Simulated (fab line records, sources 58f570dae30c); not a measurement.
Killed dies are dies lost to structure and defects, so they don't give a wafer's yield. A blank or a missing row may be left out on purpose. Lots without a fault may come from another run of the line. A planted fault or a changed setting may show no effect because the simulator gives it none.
One fault seen from 2 desks | flow berkeley_cmos170 | each desk has only its own numbers; what lay behind them comes last

THE TOOL OWNER'S DESK: pvd_sputter-04
The tool's own readings at UCB170_M1_SPUTTER_00 (material Al, target thk 600 nm, time 80 s): means of the sampled wafers that have a number, for each lot that ran on this tool. A lot is out of limits, marked OUT, if its mean lies more than 4 standard deviations from the usual mean; the brackets give that distance.
Columns: A = throttle_valve_pct at UCB170_M1_SPUTTER_00, usual 30.4 %
lot  | first seen here | A
L199 | day 8 08:39     | 30.8
L198 | day 8 10:45     | 30.0
L201 | day 8 16:47     | 31.2
L204 | day 9 07:03     | 30.7
L203 | day 9 07:07     | 30.8
L205 | day 10 07:04    | 28.9
L211 | day 10 21:18    | 29.9
L212 | day 11 02:08    | 30.7
This desk's finding: nothing out of limits on any of the 8 lots.

THE METROLOGY DESK
What the gauges read, lot by lot, whatever tool the lot ran on: means of the sampled wafers that have a number. A lot is out of limits, marked OUT, if its mean lies more than 4 standard deviations from the usual mean; the brackets give that distance.
Columns: A = CONTACT_PSG_THK at UCB170_CONTACT_THK_MEAS_02, usual 700 nm; B = M1_AL_RS at UCB170_M1_RS_MEAS_01, usual 0.0486 ohm/sq; C = M1_AL_THK at UCB170_M1_THK_MEAS_02, usual 597 nm
lot  | first seen here | A   | B                | C
L197 | day 7 08:06     | 693 | 0.0490           | 589
L199 | day 8 06:07     | 698 | 0.0477           | 608
L198 | day 8 07:54     | 702 | 0.0487           | 597
L200 | day 8 07:55     | 716 | 0.0489           | 595
L202 | day 8 13:32     | 703 | 0.0492           | 590
L201 | day 8 14:14     | 703 | 0.0483           | 601
L203 | day 9 04:07     | 702 | 0.0475           | 609
L204 | day 9 04:07     | 700 | 0.0479           | 607
L205 | day 10 03:46    | 699 | 0.0482           | 599
L206 | day 10 03:46    | 695 | 0.0490           | 593
L208 | day 10 18:35    | 695 | 0.0490           | 591
L211 | day 10 18:35    | 702 | 0.0672 (+35) OUT | 433 (-24) OUT
L212 | day 10 22:10    | 692 | 0.0673 (+35) OUT | 433 (-24) OUT
L217 | day 11 20:34    | 710 | 0.0490           | 592
This desk's finding: out of limits on L211, L212; first on L211, day 10 21:23 (M1_AL_RS at UCB170_M1_RS_MEAS_01). In limits: L197, L199, L198, L200, L202, L201, L203, L204, L205, L206, L208, L217.

PUT TOGETHER
The metrology desk could have raised an alarm at day 10 21:23, on L211, L212.
The tool owner's desk saw nothing out of limits.
The tool owner's desk has L211, L212 on record, within its limits.
Of the lots named, all ran UCB170_M1_SPUTTER_00 on pvd_sputter-04.

WHAT THE SIMULATOR HAD PUT IN
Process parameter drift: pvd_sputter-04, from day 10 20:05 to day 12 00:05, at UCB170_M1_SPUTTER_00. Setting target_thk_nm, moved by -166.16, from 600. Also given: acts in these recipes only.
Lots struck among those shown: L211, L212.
Hours from the fault's start to each desk's first reading out of limits: the metrology desk, 1.
